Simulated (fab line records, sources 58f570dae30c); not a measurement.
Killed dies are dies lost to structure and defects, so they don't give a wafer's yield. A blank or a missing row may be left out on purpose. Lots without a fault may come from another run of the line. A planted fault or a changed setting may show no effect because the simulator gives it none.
fab line records | flow berkeley_cmos170
record lots=14 wafers=42 last_day=12
route steps=331 shown M2@285
lots that met no fault: from a run of the same line without faults
start_h: hours from the record's first day to the start of the lot's first wafer shown | wait_h: hours since the lot's step before | " the same as in the row above | L1.1+2: a row that stands for several wafers | - no value, or no start given | * or withheld: withheld | < > ~ a bound
route shown NAME@n: a module of which the file shows steps, and the number in the route of the first | usual: mean/standard deviation of fault-free wafers | same: alike in all rows | chamber/n: place in a boat | sites: the reading at each site | _std_site: their standard deviation | _edge_site: outer sites' mean less inner sites' | radius_mm: how far each site lies from the wafer's centre | mask NAME#n: copy n | behind: the tool/chamber that last shaped the wafer | hold: why the lot was held/for how many hours/how that ended | device: the transistor (n, p or np) that didn't switch | end of line: the same wafers' tests at the end of the route | a step without rows: its recipe alone | killed: dies lost to structure and defects at the first sort, not the wafer's yield | map: a wafer's dies, x killed, . not, _ none there
set.NAME: the setting as run; set.NAME@STEP: as run at that earlier step | model.NAME: the simulator's own value behind a step, which no gauge read
steps of the route over a sample of lots; a table a step, a row a wafer
## steps
# step UCB170_M2_DEVELOP_14
# recipe developer=TMAH develop_time_s=45 resist=KrF dev_temp_c=21
# usual chill_plate_temp_C=23.01/0.1 develop_time_s=45/0
# columns lot.wafer tool chamber start_h wait_h chill_plate_temp_C develop_time_s
L440.2 litho_track-04 0 203 - 23.02 45
L440.3 " 0 " " 23.08 45
L440.6 " 0 " " 22.85 45
L439.1 litho_track-04 0 205 - 22.89 45
L439.3 " 0 " " 22.86 45
L439.5 " 0 " " 22.92 45
L441.2 litho_track-03 0 206 - 22.86 45
L441.3 " 0 " " 23.08 45
L441.4 " 0 " " 22.99 45
L443.1 litho_track-02 0 240 - 23.09 45
L443.3 " 0 " " 22.99 45
L443.6 " 0 241 - 23.01 45
L446.3 litho_track-03 0 244 - 22.97 45
L446.5 " 0 " " 23.03 45
L446.6 " 0 " " 23.14 45
L445.2 litho_track-04 0 246 - 22.93 45
L445.4 " 0 " " 23.01 45
L445.5 " 0 247 - 22.95 45
L449.2 litho_track-03 0 253 - 22.92 45
L449.4 " 0 " " 23.12 45
L449.5 " 0 " " 23.19 45
L453.2 litho_track-02 0 267 - 23.02 45
L453.3 " 0 " " 22.90 45
L453.4 " 0 " " 23.12 45
L452.3 litho_track-03 0 268 - 22.98 45
L452.4 " 0 " " 22.96 45
L452.5 " 0 " " 23.15 45
L450.2 litho_track-04 0 268 - 23.02 45
L450.3 " 0 " " 23.17 45
L450.6 " 0 " " 23.16 45
L451.1 litho_track-03 0 268 - 22.90 45
L451.4 " 0 " " 22.88 45
L451.6 " 0 " " 22.79 45
L454.3 litho_track-03 0 279 - 23.01 45
L454.5 " 0 " " 23.15 45
L454.6 " 0 " " 23.09 45
L460.2 litho_track-03 - 293 - - -
L460.3 " - " " - -
L460.4 " - " " - -
L458.1 litho_track-04 - 295 - - -
L458.3 " - " " - -
L458.4 " - " " - -
## key
first_sign step=UCB170_M2_DEVELOP_14 reading=tool_record direction=missing
effect none on later readings
met_at UCB170_M2_DEVELOP_14
struck_lots L458,L460
later_rows_left_out L458.1,L458.3,L458.4,L460.2,L460.3,L460.4
sort_left_out L458.1,L458.3,L458.4,L460.2,L460.3,L460.4
onset_between 279 293
fault kind=skipped_step_whole tool=litho_track-03,litho_track-04 chamber=- onset_h=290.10 steps=UCB170_M2_DEVELOP_14 scope=struck_lots_only
# sort_left_out: the simulated sort isn't trusted on such a fault, so these wafers' sort isn't shown, and their yield isn't known
# later_rows_left_out: the simulator's readings of these wafers behind a module that went badly wrong aren't trusted and aren't shown, but for the sort
